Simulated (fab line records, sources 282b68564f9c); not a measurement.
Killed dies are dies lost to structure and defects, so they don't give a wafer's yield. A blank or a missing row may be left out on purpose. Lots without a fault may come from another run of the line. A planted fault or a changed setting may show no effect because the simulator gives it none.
fab line records | flow rit_cmos
record lots=15 wafers=45 last_day=7
route steps=202 shown NRETRO@58
lots that met no fault: from a run of the same line without faults
start_h: hours from the record's first day to the start of the lot's first wafer shown | wait_h: hours since the lot's step before | " the same as in the row above | L1.1+2: a row that stands for several wafers | - no value, or no start given | * or withheld: withheld | < > ~ a bound
route shown NAME@n: a module of which the file shows steps, and the number in the route of the first | usual: mean/standard deviation of fault-free wafers | same: alike in all rows | chamber/n: place in a boat | sites: the reading at each site | _std_site: their standard deviation | _edge_site: outer sites' mean less inner sites' | radius_mm: how far each site lies from the wafer's centre | mask NAME#n: copy n | behind: the tool/chamber that last shaped the wafer | hold: why the lot was held/for how many hours/how that ended | device: the transistor (n, p or np) that didn't switch | end of line: the same wafers' tests at the end of the route | a step without rows: its recipe alone | killed: dies lost to structure and defects at the first sort, not the wafer's yield | map: a wafer's dies, x killed, . not, _ none there
set.NAME: the setting as run; set.NAME@STEP: as run at that earlier step | model.NAME: the simulator's own value behind a step, which no gauge read
steps of the route over a sample of lots; a table a step, a row a wafer
## steps
# step RIT_NRETRO_DEVELOP_05
# recipe resist=NOVOLAK develop_time_s=68 dev_temp_c=23
# usual chill_plate_temp_C=23.00/0.11 develop_time_s=68/0
# columns lot.wafer tool chamber start_h wait_h chill_plate_temp_C develop_time_s
L922.2 litho_track-04 0 32 - 23.13 68
L922.5 " 0 " " 23.11 68
L922.6 " 0 33 - 23.01 68
L924.2 litho_track-03 0 42 - 23.00 68
L924.4 " 0 " " 23.01 68
L924.5 " 0 " " 22.99 68
L925.2 litho_track-04 0 46 - 23.01 68
L925.4 " 0 " " 22.70 68
L925.6 " 0 " " 22.96 68
L926.1 litho_track-04 0 52 - 22.98 68
L926.4 " 0 " " 22.95 68
L926.6 " 0 " " 22.87 68
L928.3 litho_track-03 0 60 - 23.14 68
L928.4 " 0 " " 23.14 68
L928.6 " 0 " " 23.04 68
L930.1 litho_track-04 0 72 - 22.90 68
L930.3 " 0 " " 23.00 68
L930.6 " 0 " " 22.87 68
L933.2 litho_track-04 0 86 - 23.19 68
L933.3 " 0 " " 23.09 68
L933.6 " 0 " " 23.14 68
L934.1 litho_track-03 0 91 - 22.89 68
L934.5 " 0 " " 22.97 68
L934.6 " 0 92 - 22.97 68
L935.2 litho_track-03 0 94 - 22.71 68
L935.3 " 0 " " 22.83 68
L935.4 " 0 " " 23.06 68
L936.2 litho_track-03 - 100 - - -
L936.4 " - " " - -
L936.6 " - " " - -
L937.1 litho_track-01 - 106 - - -
L937.2 " - " " - -
L937.6 " - " " - -
L938.1 litho_track-01 - 111 - - -
L938.3 " - " " - -
L938.6 " - " " - -
L941.2 litho_track-01 0 125 - 23.08 68
L941.4 " 0 " " 23.04 68
L941.6 " 0 " " 22.91 68
L944.2 litho_track-04 0 141 - 23.16 68
L944.4 " 0 " " 23.04 68
L944.6 " 0 " " 23.05 68
L945.1 litho_track-03 0 146 - 22.91 68
L945.4 " 0 " " 22.92 68
L945.5 " 0 " " 23.08 68
## key
first_sign step=RIT_NRETRO_DEVELOP_05 reading=tool_record direction=missing
effect none on later readings
met_at RIT_NRETRO_DEVELOP_05
struck_lots L936,L937,L938
sort_left_out L936.2,L936.4,L936.6,L937.1,L937.2,L937.6,L938.1,L938.3,L938.6
tester_left_out L936,L937,L938
onset_between 94 100
fault kind=skipped_step_whole tool=litho_track-01,litho_track-03 chamber=- onset_h=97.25 steps=RIT_NRETRO_DEVELOP_05 scope=struck_lots_only
# tester_left_out: of these lots the tester's yield and bins aren't shown, on N5 and GAA mostly nor the transistor test; their killed dies are dies lost to structure and defects alone, not to doping, threshold or leakage, so they don't give the yield
# sort_left_out: the simulated sort isn't trusted on such a fault, so these wafers' sort isn't shown, and their yield isn't known
